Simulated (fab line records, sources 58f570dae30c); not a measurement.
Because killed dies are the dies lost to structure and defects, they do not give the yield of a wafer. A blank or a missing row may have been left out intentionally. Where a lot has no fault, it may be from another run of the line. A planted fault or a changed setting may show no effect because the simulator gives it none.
Code-filled problem report in 8D (eight disciplines) form | flow berkeley cmos170 | the parts of the form that need people (team, actions taken, sign-off) are left out

## 1. WHAT IS WRONG
NWELL_NITRIDE_THK at UCB170_NWELL_THK_MEAS_05 reads a mean of 292.9 nm on 6 wafers of 2 lots; wafers without a fault read 222.4 nm with a standard deviation of 1.9. Relative to the usual mean, that is a shift of +37 standard deviations.
First seen on wafer L453.1, day 4 22:25, on film metro-01. At this step, 39 wafers from 13 lots have a number in the record. By rule, "out" or "out of limits" means more than 4 standard deviations away from the usual mean. The other wafers with a number count as sound.

## 2. WHAT IT IS, AND WHAT IT ISN'T
question                    | is                           | is not
which readings at this step | NWELL_NITRIDE_THK            | -
which lots                  | L453, L454                   | L441, L442, L443, L444, L445, L446, L447, L448, L455, L461, L462
which wafers of those lots  | all that have a number       | -
read on which gauges        | film metro-01, film metro-03 | film metro-04
when                        | from day 4 22:25             | up to then (24 sound wafers); but 9 sound wafers of L455, L461, L462 came after

## 3. SUSPECTS, AND WHAT RULES EACH OUT
Counting: a tool at any process step up to the reading remains a suspect when it ran all the lots that are out and ran no sound lot after the first of those.
- the gauge at UCB170_NWELL_THK_MEAS_05 has been ruled out. 2 gauges (film metro-01, film metro-03) read the wafers that are out.
- lpcvd-02 at UCB170_NWELL_CVD_04 (deposits Si3N4 from SiH2Cl2/NH3, target thk 224 nm, time 3360 s): kept. All lots that are out passed through it, beginning with L453 at day 4 20:28, and no sound lot followed; its final sound lot before that point was L447 at day 3 08:31.
Remaining after the count: lpcvd-02 at UCB170_NWELL_CVD_04.

## 4. THE CAUSE (what the simulator had put in)
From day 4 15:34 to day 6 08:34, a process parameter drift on lpcvd-02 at UCB170_NWELL_CVD_04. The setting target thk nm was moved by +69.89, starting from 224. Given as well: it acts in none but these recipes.
Only this tool survived the counting.

## 5. SEQUENCE OF EFFECTS, ordered by route
Each row: a reading whose mean over the struck wafers that have a number lies more than 3 standard deviations from the usual. Only readings whose record carries a usual standard deviation are examined. hours: median over the lots of the time between each lot's start at the first step of this table that gives one and its start at this step. sigmas: the change, counted in usual standard deviations.
hours | step                     | reading           | usual      | on struck wafers | change | sigmas
0     | UCB170_NWELL_THK_MEAS_05 | NWELL_NITRIDE_THK | 222.4 nm   | 292.9            | +70.5  | +37
1     | UCB170_NWELL_ETCH_13     | oes product au    | 0.938 a.u. | 1.002            | +0.064 | +4.6
Process steps it contains:
- UCB170_NWELL_ETCH_13: etches Si3N4 in CH3F/Ar/O2, stops on SiO2, target depth 246.4 nm, time 154 s.

## 6. HOW IT WOULD HAVE BEEN CAUGHT EARLIER
Counted from the fault's start at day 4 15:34, it took 7 hours until the first out-of-limits reading at a measuring or inspecting step in this record, taken at day 4 22:25.
Of the tool readings at UCB170_NWELL_CVD_04 for which the record gives a usual standard deviation, none was out on any struck wafer, so an alarm limit of 4 standard deviations on them would not have fired.
Each of the lots that are out, 2 in all, had begun UCB170_NWELL_CVD_04 on lpcvd-02 no later than day 4 22:25. Had the tool been put on hold then, not one of them would have been saved.
